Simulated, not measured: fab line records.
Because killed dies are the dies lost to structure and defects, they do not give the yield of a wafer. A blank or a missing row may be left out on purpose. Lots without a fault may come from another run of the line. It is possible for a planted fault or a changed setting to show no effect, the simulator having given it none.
Problem report, 8D (eight disciplines) form, completed by code | flow rit-cmos | the parts of the form that need people (team, actions taken, sign-off) are left out

## 1. WHAT IS WRONG
killed-at-front-end at RIT_M1_PROBE_99 reads a mean of 31 on 6 wafers of 2 lots; wafers without a fault read 6 with a standard deviation of 3.1. That puts it +8.0 standard deviations away from the usual mean.
First seen on wafer L492.3, day 7 15:26, on prober-02. Wafers with a number at this step in the record: 36, from 12 lots. By rule, "out" or "out of limits" means more than 4 standard deviations away from the usual mean. All remaining wafers that have a number are taken as sound.

## 2. WHAT IT IS, AND WHAT IT ISN'T
question                    | is                                              | is not
which readings at this step | killed-at-front-end, killed-dies, killed-on-rim | killed_at_M0_to_M3, killed-open, killed-short
which lots                  | L491, L492                                      | L473, L474, L475, L476, L477, L478, L479, L480, L482, L489
which wafers of those lots  | all that have a number                          | -
read on which tools         | prober-01, prober-02                            | -
when                        | from day 7 15:26                                | up to then (29 sound wafers); but 1 sound wafer of L489 came after

## 3. THE SUSPECTS, EACH WITH WHAT RULES IT OUT
Counting: a tool at any process step up to the reading remains a suspect when it ran all the lots that are out and ran no sound lot after the first of those.
- lpcvd-01 at RIT_ACTIVE_CVD_03 (deposits Si3N4 from SiH2Cl2/NH3, target thk 150 nm, time 1500 s): kept. All lots that are out passed through it, beginning with L491 at day 5 07:08, and no sound lot followed; its final sound lot before that point was L489 at day 4 20:07.
Left after counting: lpcvd-01 at RIT_ACTIVE_CVD_03.

## 4. THE CAUSE (what the simulator had put in)
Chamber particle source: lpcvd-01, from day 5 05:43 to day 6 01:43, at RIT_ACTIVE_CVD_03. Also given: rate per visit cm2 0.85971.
The count eliminated every tool but this one.

## 5. SEQUENCE OF EFFECTS, ordered by route
One row per reading whose mean, taken over the struck wafers that have a number, lies over 3 standard deviations from the usual. Only readings for which the record gives a usual standard deviation are gone through. hours: the time from each lot's start at the first step in this table that gives one to its start at this step, as a median over the lots. sigmas: the change in usual standard deviations.
hours | step            | reading             | usual | on struck wafers | change | sigmas
0     | RIT_M1_PROBE_99 | killed-at-front-end | 6     | 31               | +25    | +8.0
0     | RIT_M1_PROBE_99 | killed-dies         | 6     | 31               | +25    | +8.0
0     | RIT_M1_PROBE_99 | killed-on-rim       | 1.7   | 10.0             | +8.3   | +6.4
Process steps it contains:
- RIT_M1_PROBE_99

## 6. WHAT WOULD HAVE CAUGHT IT SOONER
58 hours passed between the start of the fault at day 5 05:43 and the first reading out of limits in this record, taken at day 7 15:26.
Of the tool readings at RIT_ACTIVE_CVD_03 for which the record gives a usual standard deviation, none was out on any struck wafer, so an alarm limit of 4 standard deviations on them would not have fired.
The start of RIT_ACTIVE_CVD_03 on lpcvd-01 came by day 7 15:26 for every one of the lots that are out (2). Holding the tool at that point would not have protected any of them.
